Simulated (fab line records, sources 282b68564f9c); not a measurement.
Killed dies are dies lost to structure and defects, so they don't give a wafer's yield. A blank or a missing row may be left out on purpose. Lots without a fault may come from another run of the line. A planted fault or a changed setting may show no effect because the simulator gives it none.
Which tool did it? | flow rit_cmos | 7 lots, 21 wafers sampled, at 3 steps of a route of 202

WHAT THE GAUGES READ, wafer by wafer
RIT_CONTACT_THK_MEAS_01.
lot  | measured    | on            | CONTACT_TEOS_THK (nm)
L433 | day 3 08:22 | film_metro-03 | 401 398 404
L435 | day 3 18:03 | film_metro-03 | 395 404 401
L444 | day 5 15:50 | film_metro-03 | 395 397 406
L446 | day 6 00:50 | film_metro-03 | 400 400 399
L448 | day 6 10:05 | film_metro-02 | 398 403 404
L452 | day 7 06:55 | film_metro-03 | 391 402 402
L455 | day 7 22:47 | film_metro-03 | 391 400 405

WHICH TOOL RAN EACH LOT (tool, then ch and the chambers of the sampled wafers, then the start)
lot  | RIT_ACTIVE_STRIP_14                 | RIT_CONTACT_CVD_00
L433 | plasma_asher-03 ch 0,1, day 1 19:58 | pecvd-04 ch 0,2, day 3 08:19
L435 | plasma_asher-03 ch 0,1, day 2 06:01 | pecvd-03 ch 0,1,2, day 3 18:00
L444 | plasma_asher-03 ch 0,1, day 4 02:54 | pecvd-03 ch 0,1,2, day 5 15:47
L446 | plasma_asher-03 ch 0,1, day 4 12:58 | pecvd-01 ch 0,1,2, day 6 00:47
L448 | plasma_asher-03 ch 0,1, day 4 22:50 | pecvd-04 ch 0,1, day 6 09:59
L452 | plasma_asher-03 ch 0,1, day 5 19:35 | pecvd-01 ch 0,1, day 7 06:52
L455 | plasma_asher-03 ch 0,1, day 6 09:58 | pecvd-01 ch 0,1,2, day 7 22:43
- RIT_ACTIVE_STRIP_14: strips in O2, time 180 s.
- RIT_CONTACT_CVD_00: deposits SiO2 from TEOS, target thk 400 nm, time 61 s.

THE ANSWER, worked out from the rows above alone
Rule: what is usual is taken from the lots themselves. Put in order of their means at a reading, lots are off if they are a third of the lots or fewer, leave a main group of 4 or more, and stand apart from it by a gap of 3 or more times the standard deviation of the main group's means; of several such gaps the widest counts. A main group whose means are all the same, to the digits that the tables above print for the reading, isn't used. A lot without any number at a reading at which 4 lots or more have one is off too. The other lots that the step has rows for count as sound.
No lot is off at any reading shown: from this, nothing can be told.

WHAT THE SIMULATOR HAD PUT IN
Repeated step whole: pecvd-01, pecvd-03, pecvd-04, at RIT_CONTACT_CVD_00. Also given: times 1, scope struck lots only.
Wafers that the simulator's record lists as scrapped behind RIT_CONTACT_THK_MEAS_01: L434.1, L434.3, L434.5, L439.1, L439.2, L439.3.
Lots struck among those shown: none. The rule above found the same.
